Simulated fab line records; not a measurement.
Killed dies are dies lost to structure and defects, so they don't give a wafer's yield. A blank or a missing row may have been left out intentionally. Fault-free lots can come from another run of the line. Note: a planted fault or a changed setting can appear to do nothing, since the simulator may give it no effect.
Which of the tools did it?    flow berkeley cmos170    42 wafers from 14 lots sampled at 4 of the route's 331 steps

== WHAT EACH GAUGE READ, for each wafer ==
UCB170_M3_RS_MEAS_02: measures by four-point-probe. Usual: M3_AL_RS 0.0323 ohm/sq, standard deviation 0.00033.
lot   measured      on             M3_AL_RS (ohm/sq)     flag
L567  day 8 14:38   film metro-03  0.0323 0.0322 0.0320  
L566  day 8 17:52   film metro-04  0.0322 0.0326 0.0318  
L570  day 8 23:45   film metro-01  0.0322 0.0324 0.0321  
L568  day 9 02:58   film metro-04  0.0326 0.0326 0.0327  
L569  day 9 02:48   film metro-01  0.0320 0.0320 0.0320  
L571  day 10 11:41  film metro-01  0.0324 0.0328 0.0325  
L573  day 10 12:02  film metro-03  0.0323 0.0324 0.0323  
L574  day 10 12:49  film metro-04  0.0321 0.0326 0.0326  
L581  day 11 17:14  film metro-01  0.0323 0.0331 0.0326  
L582  day 12 06:19  film metro-03  0.0330 0.0322 0.0325  
L585  day 12 20:50  film metro-04  0.0333 0.0325 0.0326  
L586  day 12 23:18  film metro-01  0.0322 0.0327 0.0329  
L587  day 13 14:11  film metro-03  0.0324 0.0321 0.0318  
L588  day 13 14:24  film metro-01  0.0322 0.0327 0.0323  

UCB170_M3_CD_MEAS_15: the cd target is 700 nm. Usual: 699.9 nm for cd nm, sd 1.4.
lot   measured      on         cd nm (nm)         flag
L567  day 8 16:24   cd sem-01  695.9 696.9 698.3  
L566  day 8 20:19   cd sem-02  700.4 699.2 699.2  
L570  day 9 06:38   cd sem-02  701.9 702.1 701.3  
L568  day 9 07:15   cd sem-02  699.9 701.3 700.9  
L569  day 9 06:55   cd sem-01  698.6 698.4 698.8  
L571  day 10 16:32  cd sem-01  701.1 700.4 701.2  
L573  day 10 16:47  cd sem-02  700.0 700.7 701.6  
L574  day 10 17:16  cd sem-01  698.8 698.2 700.2  
L581  day 11 18:58  cd sem-02  699.0 697.5 699.7  
L582  day 12 08:26  cd sem-02  700.9 700.5 701.1  
L585  day 12 23:10  cd sem-02  698.3 698.6 698.7  
L586  day 13 01:10  cd sem-02  698.6 698.8 698.8  
L587  day 13 16:19  cd sem-02  702.0 701.9 702.4  
L588  day 13 16:30  cd sem-01  699.2 699.5 699.5  

== EACH LOT AND THE TOOL THAT RAN IT (in order: tool; ch and the chambers of the sampled wafers; start) ==
lot   UCB170_V1_CVD_00                 UCB170_M2_COAT_10
L567  pecvd-04 ch 1,2, day 8 06:37     litho track-03 ch 0, day 8 10:00
L566  pecvd-03 ch 0,1,2, day 8 09:17   litho track-04 ch 0, day 8 13:00
L570  pecvd-02 ch 0,1, day 8 15:26     litho track-03 ch 0, day 8 19:00
L568  pecvd-02 ch 0,2, day 8 16:46     litho track-04 ch 0, day 8 21:00
L569  pecvd-03 ch 0,1,2, day 8 16:46   litho track-04 ch 0, day 8 21:00
L571  pecvd-04 ch 0,2, day 9 23:02     litho track-03 ch 0, day 10 07:00
L573  pecvd-03 ch 0,1,2, day 10 00:22  litho track-03 ch 0, day 10 07:00
L574  pecvd-03 ch 0,1, day 10 04:12    litho track-03 ch 0, day 10 08:00
L581  pecvd-03 ch 0,1,2, day 11 07:31  litho track-03 ch 0, day 11 12:00
L582  pecvd-02 ch 0,1, day 11 21:37    litho track-03 ch 0, day 12 02:00
L585  pecvd-03 ch 1,2, day 12 12:16    litho track-03 ch 0, day 12 16:00
L586  pecvd-04 ch 1,2, day 12 13:35    litho track-01 ch 0, day 12 19:00
L587  pecvd-04 ch 0,1, day 13 04:07    litho track-04 ch 0, day 13 08:00
L588  pecvd-02 ch 0,2, day 13 05:28    litho track-04 ch 0, day 13 09:00
- UCB170_V1_CVD_00: deposits SiO2 from TEOS/O2, target thk 2000 nm, time 250 s.
- UCB170_M2_COAT_10: resist thk 900 nm.

== AS READ BY THE TOOLS THEMSELVES (means over the sampled wafers that have a number; for cases with no such wafer, the mark the record gives instead) ==
UCB170_V1_CVD_00. Usual: 236 W for heater power w, sd 45.
lot   tool      heater power w (W)  flag
L567  pecvd-04  207                 
L566  pecvd-03  266                 
L570  pecvd-02  263                 
L568  pecvd-02  226                 
L569  pecvd-03  262                 
L571  pecvd-04  247                 
L573  pecvd-03  229                 
L574  pecvd-03  224                 
L581  pecvd-03  234                 
L582  pecvd-02  244                 
L585  pecvd-03  202                 
L586  pecvd-04  227                 
L587  pecvd-04  229                 
L588  pecvd-02  235                 

UCB170_M2_COAT_10. Usual: 1500.1 rpm for spin speed rpm, sd 0.91.
lot   tool            spin speed rpm (rpm)  flag
L567  litho track-03  1499.7                
L566  litho track-04  1500.1                
L570  litho track-03  1500.1                
L568  litho track-04  1499.5                
L569  litho track-04  1499.1                
L571  litho track-03  1499.8                
L573  litho track-03  1500.2                
L574  litho track-03  1501.3                
L581  litho track-03  1501.1                
L582  litho track-03  1532.7                OFF
L585  litho track-03  1532.2                OFF
L586  litho track-01  1501.4                
L587  litho track-04  1499.6                
L588  litho track-04  1499.5                

== THE ANSWER, worked out from the rows above alone ==
Rule: a lot counts as off when the mean over its wafers that have a number is more than 3 standard deviations away from the usual mean. A lot without any number at a reading at which 4 lots or more have one is off too. Any other lot the step has rows for is counted as sound. The gauges are gone through in route order, then the tools' own readings, and for those a lot's mean is taken as printed above. At the first step where some lot is off, the reading lying furthest off is the one used; lots without a number count as furthest.
Off: L582, L585, at UCB170_M2_COAT_10 (spin speed rpm).
If a tool, at that step or one of the process steps before it, ran each lot that is off and ran no sound lot following the first of them, it fits. One fits: UCB170_M2_COAT_10 on litho track-03. A fault onset in the window from L581 (day 11 12:00, its last sound lot) to L582 (day 12 02:00, its first lot off) fits.
The tool's own readings at UCB170_M2_COAT_10 bear it out: on the lots that are off they differ by more than 5 times the standard deviation of the sound lots' means. spin speed rpm reads 1532.5 rpm there against 1500.1 rpm on the sound lots.

== WHAT THE SIMULATOR HAD INSERTED ==
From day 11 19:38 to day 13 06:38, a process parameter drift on litho track-03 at UCB170_M2_COAT_10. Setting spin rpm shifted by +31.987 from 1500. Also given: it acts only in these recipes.
Lots struck among those shown: L582, L585. The same result came from the rule above.
